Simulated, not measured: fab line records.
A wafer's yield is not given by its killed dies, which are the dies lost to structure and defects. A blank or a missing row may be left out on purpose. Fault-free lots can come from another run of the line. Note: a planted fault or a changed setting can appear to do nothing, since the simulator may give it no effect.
Split-lot study	flow berkeleyCmos170	route with 331 steps; 5 lots, 23 wafers read

ON THE SPLIT
At UCB170_M2_PEB_13, the setting pebTempC was moved away from the recipe's 130 C on 8 of the 23 wafers read, by -2.2% to +2.8%. For the rest of the wafers, this setting stayed at what the recipe calls for.

FROM THE SPLIT TO THE READING: what the file shows between them, 5 steps
- UCB170_M2_DEVELOP_14: develop time 45 s
- UCB170_M2_CD_MEAS_15: target cd 700 nm
- UCB170_M2_ETCH_17: etches BARC in N2/H2
- UCB170_M2_METAL_ETCH_18: etches Al in Cl2/BCl3, stops on SiO2, target depth 1170 nm, time 195 s
- UCB170_M2_STRIP_19: strips in O2

THE READING
Shown in nm: cdNm at UCB170_M2_CD_MEAS_90, with target cd 700 nm. Fault-free wafers of this fab line usually give 700 nm, standard deviation 3.4 nm.

wafer	tool, chamber at the split	pebTempC as run, C	against the recipe	cdNm, nm	against lot-mates on the recipe
L074.1	lithoTrack-01, 0	133.7	+2.8%	677	-24
L074.2	lithoTrack-01, 0	133.7	+2.8%	687	-14
L074.3	lithoTrack-01, 0	133.7	+2.8%	682	-20
L074.4	lithoTrack-01, 0	130	recipe	703	-
L074.6	lithoTrack-01, 0	130	recipe	700	-
L076.2	lithoTrack-03, 0	130	recipe	704	-
L076.3	lithoTrack-03, 0	130	recipe	703	-
L076.5	lithoTrack-03, 0	130	recipe	704	-
L079.1	lithoTrack-02, 0	127.2	-2.2%	721	+20
L079.2	lithoTrack-02, 0	127.2	-2.2%	728	+27
L079.3	lithoTrack-02, 0	130	recipe	705	-
L079.5	lithoTrack-02, 0	130	recipe	700	-
L079.6	lithoTrack-02, 0	130	recipe	697	-
L078.1	lithoTrack-01, 0	130	recipe	704	-
L078.3	lithoTrack-01, 0	130	recipe	701	-
L078.4	lithoTrack-01, 0	128.7	-1.0%	709	+6
L078.5	lithoTrack-01, 0	128.7	-1.0%	706	+4
L078.6	lithoTrack-01, 0	128.7	-1.0%	716	+14
L080.1	lithoTrack-02, 0	130	recipe	691	-
L080.3	lithoTrack-02, 0	130	recipe	702	-
L080.4	lithoTrack-02, 0	130	recipe	685	-
L080.5	lithoTrack-02, 0	130	recipe	691	-
L080.6	lithoTrack-02, 0	130	recipe	696	-

FIT RESULTS
A straight line over all 23 wafers: cdNm changes by -7.97 nm for each +1% of pebTempC; r = -0.86; the points scatter about the line by 6.2 nm.
The same after taking each lot's own level away (the mean of its wafers on the recipe; 23 wafers): -8.03 nm for each +1%; r = -0.92; scatter 4.5 nm.
On that fit, the largest move of pebTempC shifts the reading by 23 nm.
Measured against the standard deviation above, the lots' own levels, which go from 693.0 to 703.7 nm, span 3.1 times it.
The two slopes agree, so the slope changes little with the lot-to-lot level.
Check: -21 nm against its lot-mates is what the line predicts for one of the wafers moved furthest among these (+2.8%) when that wafer is left out of the fit. It came out at -24.5 nm against them.

OTHER SPLITS APPLIED TO THESE WAFERS
Other splits were also applied to these wafers ahead of the reading. Each is held against what the fit with the lots' levels taken away leaves over:
other split on the same wafers	wafers away from the commonest value	r with cdNm (lot level and that fit taken away)
UCB170_M1_SPUTTER_00 powerW	9	+0.14
UCB170_M1_EXPOSE_06 doseMj	3	-0.02
UCB170_V1_CVD_00 timeS	8	-0.01
UCB170_M2_EXPOSE_12 doseMj	10	-0.57

THE WHOLE CHAIN: every reading that the file lists as answering this split, in the file's order
step	what it does	reading	change (the file's fit)	r (the file's)
UCB170_M2_CD_MEAS_15	target cd 700 nm	cdNm	-7.81 nm for each +1% of the setting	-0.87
UCB170_M2_ETCH_17	etches BARC in N2/H2	M2.cdNm (the simulator's own value, which no gauge read)	-7.77 nm for each +1% of the setting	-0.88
UCB170_M2_METAL_ETCH_18	etches Al in Cl2/BCl3, stops on SiO2, target depth 1170 nm, time 195 s	M2.cdNm (the simulator's own value, which no gauge read)	-8.4 nm for each +1% of the setting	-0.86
UCB170_M2_CD_MEAS_90	target cd 700 nm	cdNm	-8.4 nm for each +1% of the setting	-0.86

FILE'S OWN FIT
cdNm changes by -8.4 nm for each +1% of pebTempC, r = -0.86.
